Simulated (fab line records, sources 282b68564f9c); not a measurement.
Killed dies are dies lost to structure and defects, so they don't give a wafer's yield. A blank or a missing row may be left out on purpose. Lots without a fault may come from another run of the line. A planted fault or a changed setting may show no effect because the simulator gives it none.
fab line records | flow rit_cmos
record lots=6 wafers=18 last_day=7
route steps=202 shown CONTACT@172 M1@184
lots that met no fault: from a run of the same line without faults
start_h: hours from the record's first day to the start of the lot's first wafer shown | wait_h: hours since the lot's step before | " the same as in the row above | L1.1+2: a row that stands for several wafers | - no value, or no start given | * or withheld: withheld | < > ~ a bound
route shown NAME@n: a module of which the file shows steps, and the number in the route of the first | usual: mean/standard deviation of fault-free wafers | same: alike in all rows | chamber/n: place in a boat | sites: the reading at each site | _std_site: their standard deviation | _edge_site: outer sites' mean less inner sites' | radius_mm: how far each site lies from the wafer's centre | mask NAME#n: copy n | behind: the tool/chamber that last shaped the wafer | hold: why the lot was held/for how many hours/how that ended | device: the transistor (n, p or np) that didn't switch | end of line: the same wafers' tests at the end of the route | a step without rows: its recipe alone | killed: dies lost to structure and defects at the first sort, not the wafer's yield | map: a wafer's dies, x killed, . not, _ none there
set.NAME: the setting as run; set.NAME@STEP: as run at that earlier step | model.NAME: the simulator's own value behind a step, which no gauge read
lots at some steps of the route; a table a step, a row a wafer
services: from which hour (start_h, from the record's first day; less than 0 if before it) a tool's chamber was out of use, for how many hours, and why
## steps
# step RIT_CONTACT_SOFTBAKE_04
# recipe resist=NOVOLAK temp_c=90 time_s=60
# step RIT_CONTACT_EXPOSE_05
# recipe mask_id=M11 na=0.6 source_shape=conventional sigma_outer=0.5 target_cd_nm=1000 dose_mj=250
# step RIT_CONTACT_PEB_06
# recipe resist=NOVOLAK temp_c=withheld time_s=withheld
# step RIT_CONTACT_DEVELOP_07
# recipe resist=NOVOLAK develop_time_s=120 dev_temp_c=23
# step RIT_CONTACT_CD_MEAS_08
# recipe target_cd_nm=1000
# usual cd_nm=1000.2/2.4
# columns lot.wafer tool chamber start_h wait_h cd_nm
L463.1 cd_sem-02 - 68.47 - 1000.4
L463.2 " - " " 998.7
L463.4 " - " " 1000.0
L468.1 cd_sem-02 - 90.89 - 997.4
L468.2 " - " " 996.7
L468.6 " - " " 997.7
L472.2 cd_sem-02 - 103.77 - 999.5
L472.3 " - " " 998.6
L472.6 " - " " 1002.5
L473.3 cd_sem-01 - 107.85 - 1001.8
L473.4 " - " " 1000.1
L473.6 " - " " 1000.2
L475.1 cd_sem-01 - 116.07 - 998.4
L475.3 " - " " 997.8
L475.5 " - " " 999.5
L483.3 cd_sem-02 - 155.18 - 997.9
L483.4 " - " " 997.6
L483.6 " - " " 999.1
# step RIT_CONTACT_OVL_MEAS_09
# usual CONTACT_OVL=-0.9/1.5
# columns lot.wafer tool chamber start_h wait_h CONTACT_OVL[nm]
L463.1 overlay-01 - 68.59 0.1 -1.1
L463.2 " - " " -1.7
L463.4 " - " " -2.0
L468.1 overlay-01 - 91.01 0.1 -1.3
L468.2 " - " " -0.1
L468.6 " - " " -1.8
L472.2 overlay-02 - 103.87 0.1 -0.1
L472.3 " - " " -0.2
L472.6 " - " " -3.3
L473.3 overlay-01 - 107.94 0.1 -2.4
L473.4 " - " " -1.2
L473.6 " - " " -3.4
L475.1 overlay-01 - 116.19 0.1 0.0
L475.3 " - " " 0.3
L475.5 " - " " -0.7
L483.3 overlay-02 - 155.27 0.1 -2.0
L483.4 " - " " 0.2
L483.6 " - " " -0.2
# step RIT_CONTACT_HARDBAKE_10
# recipe resist=NOVOLAK temp_c=140 time_s=60
# step RIT_CONTACT_ETCH_11
# recipe target_depth_a=4800 over_etch_frac=0.2 stop_on=TiSi2 chemistry=CHF3/CF4/Ar target=SiO2 CHF3_flow_sccm=50 cf4_flow_sccm=10 Ar_flow_sccm=100 O2_flow_sccm=5 pressure_mtorr=100 rf_w=200 time_s=320
# usual O2_flow_sccm=5.000/0.017 drypump_motor_current_A=5.9/0.42 oes_product_au=1.001/0.014 rf_fwd_power_W=199.5/0.68 throttle_valve_pct=8.88/0.09
# columns lot.wafer tool chamber start_h wait_h O2_flow_sccm drypump_motor_current_A oes_product_au rf_fwd_power_W rf_hours_counter_h throttle_valve_pct
L463.1 rie_diel-01 2 68.95 0.1 4.989 6.1 1.022 199.8 3 9.07
L463.2 " 3 " " 5.024 6.4 0.988 199.7 126 8.85
L463.4 " 0 " " 4.994 5.7 0.996 200.2 15 8.90
L468.1 rie_diel-04 0 91.20 0.1 4.998 5.7 1.006 198.7 3 8.78
L468.2 " 3 " " 4.979 5.9 0.997 198.9 144 8.85
L468.6 " 3 " " 5.011 5.9 1.001 199.7 - 8.85
L472.2 rie_diel-03 0 104.05 0.1 4.984 5.6 0.999 199.3 131 8.99
L472.3 " 1 " " 5.023 6.2 0.990 199.1 79 8.77
L472.6 " 1 " " 5.003 6.2 0.984 198.9 - 8.80
L473.3 rie_diel-04 0 108.12 0.1 5.015 5.7 1.010 198.2 4 8.77
L473.4 " 3 " " 5.012 5.9 0.997 198.9 144 8.85
L473.6 " 1 " " 5.014 6.7 1.002 199.0 - 8.84
L475.1 rie_diel-03 3 116.37 0.1 5.019 4.8 0.995 198.7 1 8.90
L475.3 " 2 " " 5.006 5.8 1.010 200.0 50 9.04
L475.5 " 0 " " 4.982 5.7 1.000 200.2 - 9.02
L483.3 rie_diel-04 3 155.45 0.1 5.030 5.9 0.999 200.0 145 8.87
L483.4 " 1 " " 4.998 6.7 0.997 201.4 42 8.84
L483.6 " 2 " " 4.998 5.4 0.981 199.9 - 8.85
# step RIT_CONTACT_STRIP_12
# recipe chemistry=O2 time_s=180 resist=NOVOLAK platen_temp_c=withheld power_w=500 pressure_mtorr=4000 o2_flow_sccm=4000
# usual drypump_motor_current_A=6.0/0.39
# columns lot.wafer tool chamber start_h wait_h drypump_motor_current_A rf_hours_counter_h
L463.1 plasma_asher-02 1 69.14 0.1 5.7 28
L463.2 " 0 " " 6.3 28
L463.4 " 0 " " 6.3 -
L468.1 plasma_asher-02 1 91.39 0.1 5.7 32
L468.2 " 0 " " 6.3 32
L468.6 " 1 " " 5.6 -
L472.2 plasma_asher-02 1 104.25 0.1 5.7 34
L472.3 " 1 " " 5.7 -
L472.6 " 1 " " 5.6 -
L473.3 plasma_asher-04 1 108.37 0.2 6.6 -
L473.4 " 0 " " 5.7 -
L473.6 " 1 " " 6.7 -
L475.1 plasma_asher-04 0 116.57 0.1 5.7 48
L475.3 " 0 " " 5.7 -
L475.5 " 1 " " 6.6 -
L483.3 plasma_asher-04 0 155.70 0.2 5.7 -
L483.4 " 1 " " 6.6 -
L483.6 " 0 " " 5.7 -
# step RIT_CONTACT_CD_MEAS_90
# recipe target_cd_nm=1000
# usual cd_nm=1000.3/2.4
# columns lot.wafer tool chamber start_h wait_h cd_nm
L463.1 cd_sem-01 - 69.32 0.1 1000.1
L463.2 " - " " 999.4
L463.4 " - " " 999.5
L468.1 cd_sem-01 - 91.57 0.1 997.0
L468.2 " - " " 996.8
L468.6 " - " " 997.8
L472.2 cd_sem-01 - 104.44 0.1 999.9
L472.3 " - " " 998.7
L472.6 " - " " 1002.5
L473.3 cd_sem-01 - 108.52 0.1 1002.2
L473.4 " - " " 999.9
L473.6 " - " " 999.9
L475.1 cd_sem-02 - 116.74 0.1 998.8
L475.3 " - " " 998.0
L475.5 " - " " 999.3
L483.3 cd_sem-02 - 155.86 0.1 998.2
L483.4 " - " " 997.5
L483.6 " - " " 999.1
# step RIT_CONTACT_CLEAN_13
# recipe chemistry=SC1 mix=3:3:50 time_s=600 temp_c=75
# step RIT_CONTACT_CLEAN_14
# recipe chemistry=SC2 mix=3:3:50 time_s=600 temp_c=75 dry=n2_spin
# step RIT_M1_SPUTTER_00
# recipe material=Al target_thk_nm=400 power_w=2000 chamber_pressure_pa=0.4 gas=Ar time_s=500 substrate_temp_c=25
# usual cathode_dc_power_W=2000.0/0.36 throttle_valve_pct=30.0/0.82
# columns lot.wafer tool chamber start_h wait_h cathode_dc_power_W throttle_valve_pct model.Al_of_M1_SPUTTER_00.thk_nm
L463.1 pvd_sputter-02 - 70.31 0.0 1999.9 28.8 394
L463.2 " - " " 1999.5 30.0 397.8
L463.4 " - " " 1999.8 30.6 394.5
L468.1 pvd_sputter-03 - 92.39 0.0 2000.2 30.4 400.1
L468.2 " - " " 1999.7 30.7 399.1
L468.6 " - " " 1999.7 30.7 401.3
L472.2 pvd_sputter-03 - 105.15 0.0 1244.9 30.5 251.8
L472.3 " - " " 2000.1 30.6 397.1
L472.6 " - " " 2000.1 30.0 396.9
L473.3 pvd_sputter-02 - 108.95 0.0 1999.9 30.2 401.3
L473.4 " - " " 1999.6 29.0 395.5
L473.6 " - " " 2000.1 30.4 395.4
L475.1 pvd_sputter-03 - 117.23 0.0 1999.5 30.0 396.5
L475.3 " - " " 1245.5 30.1 250.2
L475.5 " - " " 1245.0 30.2 250.4
L483.3 pvd_sputter-02 - 156.32 0.0 1999.6 30.5 399.2
L483.4 " - " " 2000.2 30.0 407.1
L483.6 " - " " 2000.4 30.0 406.1
# step RIT_M1_RS_MEAS_01
# recipe thk_meas_gauge=four-point-probe reads=Al_of_M1_SPUTTER_00
# usual M1_AL_RS=0.0736/0.00073
# columns lot.wafer tool chamber start_h wait_h hold M1_AL_RS[ohm/sq]
L463.1 film_metro-01 - 70.61 0.1 - 0.0745
L463.2 " - " " - 0.0737
L463.4 " - " " - 0.0745
L468.1 film_metro-04 - 92.68 0.1 - 0.0735
L468.2 " - " " - 0.0735
L468.6 " - " " - 0.0731
L472.2 film_metro-03 - 105.47 0.2 await_dispo/0.2h/release 0.1183
L472.3 " - " " await_dispo/0.2h/release 0.0740
L472.6 " - " " await_dispo/0.2h/release 0.0739
L472.2 film_metro-03 - 105.75 0.3 - 0.1186
L472.3 " - " " - 0.0738
L472.6 " - " " - 0.0740
L473.3 film_metro-03 - 109.29 0.2 - 0.0731
L473.4 " - " " - 0.0743
L473.6 " - " " - 0.0741
L475.1 film_metro-03 - 117.52 0.1 await_dispo/0.2h/release 0.0741
L475.3 " - " " await_dispo/0.2h/release 0.1193
L475.5 " - " " await_dispo/0.2h/release 0.1193
L475.1 film_metro-03 - 117.81 0.3 - 0.0740
L475.3 " - " " - 0.1193
L475.5 " - " " - 0.1195
L483.3 film_metro-03 - 156.65 0.2 - 0.0735
L483.4 " - " " - 0.0720
L483.6 " - " " - 0.0722
# step RIT_M1_THK_MEAS_02
# recipe thk_meas_gauge=xrf reads=Al_of_M1_SPUTTER_00
# usual M1_AL_THK=401/4.3
# columns lot.wafer tool chamber start_h wait_h hold M1_AL_THK[nm]
L463.1 film_metro-01 - 70.73 0.1 - 394
L463.2 " - " " - 400
L463.4 " - " " - 395
L468.1 film_metro-04 - 92.80 0.1 - 402
L468.2 " - " " - 399
L468.6 " - " " - 403
L473.3 film_metro-03 - 109.39 0.1 - 406
L473.4 " - " " - 398
L473.6 " - " " - 400
L472.2 film_metro-03 - 111.83 6.1 await_dispo/0.2h/release 255
L472.3 " - " " await_dispo/0.2h/release 402
L472.6 " - " " await_dispo/0.2h/release 401
L472.2 film_metro-03 - 112.06 0.2 - 254
L472.3 " - " " - 403
L472.6 " - " " - 403
L475.1 film_metro-03 - 124.26 6.4 await_dispo/0.2h/release 402
L475.3 " - " " await_dispo/0.2h/release 253
L475.5 " - " " await_dispo/0.2h/release 252
L475.1 film_metro-03 - 124.49 0.2 - 402
L475.3 " - " " - 254
L475.5 " - " " - 255
L483.3 film_metro-03 - 156.75 0.1 - 407
L483.4 " - " " - 413
L483.6 " - " " - 412
# step RIT_M1_COAT_04
# recipe resist=NOVOLAK spin_rpm=2000 resist_thk_nm=1300
# step RIT_M1_SOFTBAKE_05
# recipe resist=NOVOLAK temp_c=90 time_s=60
# step RIT_M1_EXPOSE_06
# recipe mask_id=M12 na=0.6 source_shape=conventional sigma_outer=0.5 target_cd_nm=2600 dose_mj=250
# step RIT_M1_PEB_07
# recipe resist=NOVOLAK temp_c=withheld time_s=withheld
# step RIT_M1_DEVELOP_08
# recipe resist=NOVOLAK develop_time_s=68 dev_temp_c=23
# step RIT_M1_CD_MEAS_09
# recipe target_cd_nm=2600
# usual cd_nm=2599.4/1.9
# columns lot.wafer tool chamber start_h wait_h cd_nm
L463.1 cd_sem-02 - 71.74 - 2600.2
L463.2 " - " " 2599.6
L463.4 " - " " 2600.2
L468.1 cd_sem-02 - 94.08 - 2601.1
L468.2 " - " " 2602.3
L468.6 " - " " 2601.1
L473.3 cd_sem-02 - 110.47 - 2598.5
L473.4 " - " " 2598.2
L473.6 " - " " 2599.3
L472.2 cd_sem-02 - 115.01 - 2597.0
L472.3 " - " " 2597.6
L472.6 " - " " 2598.5
L475.1 cd_sem-02 - 126.49 - 2597.4
L475.3 " - " " 2596.7
L475.5 " - " " 2598.1
L483.3 cd_sem-01 - 157.81 - 2599.0
L483.4 " - " " 2599.0
L483.6 " - " " 2597.8
# step RIT_M1_OVL_MEAS_10
# usual M1_OVL=-0.5/1.3
# columns lot.wafer tool chamber start_h wait_h M1_OVL[nm]
L463.1 overlay-01 - 71.86 0.1 1.1
L463.2 " - " " 0.3
L463.4 " - " " -0.5
L468.1 overlay-02 - 94.20 0.1 -1.8
L468.2 " - " " -1.1
L468.6 " - " " -3.6
L473.3 overlay-02 - 110.57 0.1 -1.9
L473.4 " - " " 0.4
L473.6 " - " " 0.2
L472.2 overlay-02 - 115.12 0.1 0.1
L472.3 " - " " -0.2
L472.6 " - " " -0.9
L475.1 overlay-01 - 126.61 0.1 -3.0
L475.3 " - " " -1.6
L475.5 " - " " -0.5
L483.3 overlay-01 - 157.90 0.1 1.1
L483.4 " - " " -0.7
L483.6 " - " " -1.4
# step RIT_M1_HARDBAKE_11
# recipe resist=NOVOLAK temp_c=140 time_s=120
# step RIT_M1_METAL_ETCH_12
# recipe stop_on=SiO2 chemistry=Cl2/BCl3 target=Al time_s=165 over_etch_frac=0.5 pressure_mtorr=100 target_depth_a=6000 rf_w=250 Cl2_flow_sccm=60 bcl3_flow_sccm=50
# usual bcl3_flow_sccm=49.97/0.16 drypump_motor_current_A=5.6/0.49 mfc_cl2_sccm=59.99/0.17 oes_product_au=0.768/0.012 rf_fwd_power_W=249.0/0.8 throttle_valve_pct=8.22/0.12
# columns lot.wafer tool chamber start_h wait_h bcl3_flow_sccm drypump_motor_current_A mfc_cl2_sccm oes_product_au rf_fwd_power_W rf_hours_counter_h throttle_valve_pct
L463.1 rie_metal-04 0 72.15 0.2 49.82 5.1 60.19 0.761 249.9 2 8.13
L463.2 " 1 " " 50.01 5.6 60.01 0.778 248.4 2 8.12
L463.4 " 1 " " 50.18 5.6 60.15 0.774 247.9 - 8.14
L468.1 rie_metal-01 1 94.62 0.2 49.86 6.1 59.70 0.766 248.2 4 8.33
L468.2 " 0 " " 49.73 4.9 59.87 0.763 248.4 5 8.09
L468.6 " 0 " " 49.75 4.9 59.85 0.760 247.6 - 8.10
L473.3 rie_metal-02 0 110.89 0.2 49.81 5.6 59.57 0.771 249.7 - 8.24
L473.4 " 1 " " 50.11 6.4 60.10 0.774 249.6 - 8.45
L473.6 " 1 " " 50.17 6.4 60.18 0.773 250.4 - 8.46
L472.2 rie_metal-04 1 115.40 0.2 50.14 5.6 59.95 0.614 250.1 3 8.19
L472.3 " 0 " " 50.18 5.2 59.93 0.762 249.0 - 8.14
L472.6 " 1 " " 49.82 5.6 60.06 0.775 250.2 - 8.14
L475.1 rie_metal-04 1 126.89 0.2 49.95 5.6 59.83 0.782 249.9 3 8.17
L475.3 " 0 " " 50.15 5.1 59.93 0.603 249.8 - 8.14
L475.5 " 1 " " 49.99 5.6 60.24 0.614 248.2 - 8.18
L483.3 rie_metal-02 0 158.23 0.2 49.98 5.7 60.09 0.769 250.1 - 8.23
L483.4 " 1 " " 49.89 6.4 59.66 0.819 249.6 - 8.46
L483.6 " 1 " " 50.05 6.4 59.82 0.809 248.6 - 8.45
# step RIT_M1_STRIP_13
# recipe chemistry=nmp resist=NOVOLAK temp_c=80 time_s=600 dry=n2_spin
# step RIT_M1_PROBE_99
# usual defect_limited_yield=97.3/1.2 killed_at_contacts=0.1/0.38 killed_at_front_end=7/3.2 killed_dies=7/3.2 killed_open=3.6/2.1 killed_short=3.5/2 sort_bin_3_pad_short=0.1/0.19 sort_bin_5_function=1.6/0.87 sort_bin_6_memory=1.0/0.65 sort_n_pass=257/3.2 sort_yield_pct=97.3/1.2
# same gross_dies=264 killed_at_M0_to_M3=0 killed_at_M4_up=0 killed_at_back_side=0 killed_at_other=0
# columns lot.wafer tool chamber start_h wait_h hold defect_limited_yield[%] killed_at_contacts killed_at_front_end killed_dies killed_open killed_short sort_bin_3_pad_short[%] sort_bin_5_function[%] sort_bin_6_memory[%] sort_n_pass sort_yield_pct[%]
L463.1 prober-01 - 75.25 0.1 - 97.0 0 8 8 5 3 0 1.1 1.9 256 97.0
L463.2 prober-01 - 75.30 0.1 - 99.6 0 1 1 1 0 0 0.4 0 263 99.6
L463.4 prober-01 - 75.40 0.2 - 97.7 0 6 6 2 4 0 1.5 0.8 258 97.7
L468.1 prober-02 - 97.04 0.1 - 95.8 0 11 11 8 3 0 3.0 1.1 253 95.8
L468.2 prober-02 - 97.09 0.1 - 95.1 0 13 13 5 8 0.4 2.7 1.9 251 95.1
L468.6 prober-02 - 97.29 0.2 - 96.2 0 10 10 5 5 0.4 2.3 1.1 254 96.2
L473.3 prober-01 - 113.19 0.2 - 98.1 0 5 5 4 1 0 1.1 0.8 259 98.1
L473.4 prober-01 - 113.24 0.2 - 95.8 0 11 11 6 5 0.4 3.4 0.4 253 95.8
L473.6 prober-01 - 113.34 0.2 - 98.1 0 5 5 3 2 0 0.8 1.1 259 98.1
L472.2 prober-02 - 121.61 3.7 await_dispo/3.6h/release 97.3 0 7 7 4 3 0 1.9 0.8 257 97.3
L472.3 prober-02 - 121.66 3.8 await_dispo/3.6h/release 98.9 0 3 3 2 1 0 0.4 0.8 261 98.9
L472.6 prober-02 - 121.81 3.9 await_dispo/3.6h/release 96.2 1 9 10 3 7 0.4 1.9 1.5 254 96.2
L475.1 prober-01 - 135.86 6.5 await_dispo/6.4h/release 97.0 0 8 8 4 4 0 1.5 1.5 256 97.0
L475.3 prober-01 - 135.96 6.6 await_dispo/6.4h/release 97.0 0 8 8 2 6 0 2.3 0.8 256 97.0
L475.5 prober-01 - 136.06 6.6 await_dispo/6.4h/release 97.7 0 6 6 3 3 0 1.5 0.8 258 97.7
L483.3 prober-01 - 161.54 0.2 - 95.8 0 11 11 5 6 0 2.3 1.9 253 95.8
L483.4 prober-01 - 161.59 0.2 - 98.1 0 5 5 4 1 0 0.8 1.1 259 98.1
L483.6 prober-01 - 161.69 0.2 - 96.6 0 9 9 3 6 0 0.4 3.0 255 96.6
# killed by level:class
L463.1 REOX:geometric_particle:short=2 SILICIDE:geometric_particle:open=2 FOX1:geometric_particle:open=1 GATE:geometric_particle:open=1 REOX:geometric_particle:open=1 SILICIDE:geometric_particle:short=1
L463.2 FOX2:geometric_particle:open=1
L463.4 GATE:geometric_particle:short=3 FOX2:geometric_particle:open=1 REOX:geometric_particle:short=1 SILICIDE:geometric_particle:open=1
L468.1 GATE:geometric_particle:open=6 GATE:geometric_particle:short=2 FOX1:geometric_particle:open=1 SILICIDE:geometric_particle:open=1 SILICIDE:geometric_particle:short=1
L468.2 FOX1:geometric_particle:open=3 GATE:geometric_particle:short=3 REOX:geometric_particle:short=2 FOX1:geometric_particle:short=1 FOX2:geometric_particle:short=1 GATE:geometric_particle:open=1 SILICIDE:geometric_particle:open=1 SILICIDE:geometric_particle:short=1
L468.6 GATE:geometric_particle:short=3 GATE:geometric_particle:open=2 SILICIDE:geometric_particle:open=2 FOX2:geometric_particle:short=1 FOX2:geometric_particle:open=1 REOX:geometric_particle:short=1
L473.3 GATE:geometric_particle:open=3 GATE:geometric_particle:short=1 REOX:geometric_particle:open=1
L473.4 GATE:geometric_particle:open=4 GATE:geometric_particle:short=4 FOX1:geometric_particle:open=2 FOX2:geometric_particle:short=1
L473.6 FOX1:geometric_particle:open=1 FOX2:geometric_particle:open=1 GATE:geometric_particle:short=1 GATE:geometric_particle:open=1 REOX:geometric_particle:short=1
L472.2 GATE:geometric_particle:short=2 GATE:geometric_particle:open=2 FOX1:geometric_particle:short=1 FOX1:geometric_particle:open=1 SPACER:geometric_particle:open=1
L472.3 GATE:geometric_particle:open=1 REOX:geometric_particle:short=1 SPACER:geometric_particle:open=1
L472.6 GATE:geometric_particle:short=2 SPACER:geometric_particle:short=2 FOX1:geometric_particle:short=1 GATE:geometric_particle:open=1 REOX:geometric_particle:open=1 SPACER:geometric_particle:open=1 SILICIDE:geometric_particle:short=1 CONTACT:geometric_particle:short=1
L475.1 GATE:geometric_particle:open=3 SPACER:geometric_particle:short=3 GATE:geometric_particle:short=1 SPACER:geometric_particle:open=1
L475.3 GATE:geometric_particle:open=2 SPACER:geometric_particle:short=2 SILICIDE:geometric_particle:short=2 FOX1:geometric_particle:short=1 FOX2:geometric_particle:short=1
L475.5 GATE:geometric_particle:short=2 GATE:geometric_particle:open=2 FOX1:geometric_particle:open=1 FOX2:geometric_particle:short=1
L483.3 GATE:geometric_particle:short=4 GATE:geometric_particle:open=3 FOX1:geometric_particle:open=1 REOX:geometric_particle:short=1 SILICIDE:geometric_particle:short=1 SILICIDE:geometric_particle:open=1
L483.4 SPACER:geometric_particle:open=2 GATE:geometric_particle:open=1 SPACER:geometric_particle:short=1 SILICIDE:geometric_particle:open=1
L483.6 SPACER:geometric_particle:short=3 SILICIDE:geometric_particle:open=2 FOX1:geometric_particle:short=1 GATE:geometric_particle:open=1 GATE:geometric_particle:short=1 REOX:geometric_particle:short=1
# map L472.6 (x killed, . not)
________......._______
_____............x____
____x........x.....___
___..........x......__
__..................._
__.x................._
_...............x.....
_.........x...........
_.....................
_........x............
__..................._
__..................._
___.................__
____.........x.....___
_____...........x.____
________......._______
# map L475.1 (x killed, . not)
________......._______
_____.............____
____...............___
___.................__
__..................._
__..................._
_.....................
_.....................
_................x....
_.x...................
__......x............_
__..................._
___................x__
____......x........___
_____..........x.x____
________x......_______
## services
# columns tool chamber start_h hours kind
rie_diel-03 3 45.29 - clean
rie_diel-03 3 45.29 21.4 scheduled_down
rie_diel-03 3 45.29 21.4 vent_cycle
rie_diel-04 0 54.08 5.1 repair
plasma_asher-04 - 57.13 14.6 pm
rie_metal-04 1 58.06 6.4 repair
rie_metal-02 1 61.91 12.4 repair
rie_metal-01 1 68.76 2.6 repair
rie_diel-04 1 74.42 8.0 repair
rie_metal-01 - 84.68 4.3 pm
rie_diel-03 - 85.52 0.1 repair
rie_metal-01 - 91.54 2.8 pm
pvd_sputter-02 - 91.72 6.4 repair
rie_diel-03 - 93.43 0.5 repair
rie_diel-04 - 118.41 14.6 pm
rie_diel-01 1 122.58 - clean
rie_diel-01 1 122.58 19.2 scheduled_down
rie_diel-01 1 122.58 19.2 vent_cycle
rie_metal-02 - 136.12 20.0 pm
rie_metal-02 0 136.12 20.0 vent_cycle
rie_metal-02 1 136.12 20.0 vent_cycle
rie_metal-02 0 156.12 - clean
rie_metal-02 1 156.12 - clean
plasma_asher-04 - 157.55 2.8 pm
## key
first_sign step=RIT_M1_SPUTTER_00 reading=cathode_dc_power_W direction=down sigmas=99+ usual=2000.0 struck=1245.1
effect step=RIT_M1_RS_MEAS_01 reading=visit direction=added
effect step=RIT_M1_RS_MEAS_01 reading=M1_AL_RS direction=up sigmas=62 usual=0.0736 struck=0.1190
effect step=RIT_M1_THK_MEAS_02 reading=visit direction=added
effect step=RIT_M1_THK_MEAS_02 reading=M1_AL_THK direction=down sigmas=34 usual=401 struck=253
effect step=RIT_M1_METAL_ETCH_12 reading=oes_product_au direction=down sigmas=13 usual=0.768 struck=0.610
model_effect step=RIT_M1_SPUTTER_00 value=Al_of_M1_SPUTTER_00.thk_nm without=401.7 struck=250.8
met_at RIT_M1_SPUTTER_00
struck_wafers L472.2,L475.3,L475.5
onset_between 92.39 105.15
fault kind=process_parameter_drift tool=pvd_sputter-03 chamber=- onset_h=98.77 steps=RIT_M1_SPUTTER_00 channel=power_w offset=-754.62 shape=step end_h=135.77 acts_in=these_recipes_only stated=2000 scope=struck_wafers_only
